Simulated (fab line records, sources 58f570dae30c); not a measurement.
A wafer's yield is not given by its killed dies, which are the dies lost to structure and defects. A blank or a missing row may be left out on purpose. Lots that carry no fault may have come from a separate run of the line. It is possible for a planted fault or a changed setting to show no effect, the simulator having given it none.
What tool caused it? | flow berkeley-cmos170 | 7 lots (21 wafers sampled), 1 step of a 331-step route

## WHAT THE GAUGES READ, wafer by wafer
UCB170_NWELL_THK_MEAS_02.
lot  | measured    | on            | NWELL_OXIDE_THK (nm)
L855 | day 2 17:28 | film-metro-02 | 26.6 26.6 25.9
L858 | day 3 02:20 | film-metro-03 | 26.2 26.1 25.9
L862 | day 3 20:46 | film-metro-02 | 25.5 25.8 25.8
L869 | day 5 09:28 | film-metro-01 | 26.5 26.7 26.3
L872 | day 6 01:02 | film-metro-01 | 26.8 26.8 26.7
L875 | day 6 17:35 | film-metro-01 | 27.0 26.7 26.9
L876 | day 7 05:49 | film-metro-02 | 26.6 26.2 26.0

## TOOL THAT RAN EACH LOT (tool first, then ch and the chambers of the sampled wafers, then the start)
There is no process step in the record ahead of these readings.

## THE ANSWER, worked out from the rows above alone
Rule: the lots themselves supply what counts as usual. Put in order of their means at a reading, lots are off if they are a third of the lots or fewer, leave a main group of 4 or more, and stand apart from it by a gap of 3 or more times the standard deviation of the main group's means; of several such gaps the widest counts. A main group is skipped when, at the precision printed for the reading in the tables above, its means are all equal. Also off: a lot with no number at a reading for which 4 or more lots have one. Where the step has rows for the other lots, those lots are counted as sound.
Nothing can be told from this: no lot is off at any reading shown.

## WHAT THE SIMULATOR HAD INSERTED
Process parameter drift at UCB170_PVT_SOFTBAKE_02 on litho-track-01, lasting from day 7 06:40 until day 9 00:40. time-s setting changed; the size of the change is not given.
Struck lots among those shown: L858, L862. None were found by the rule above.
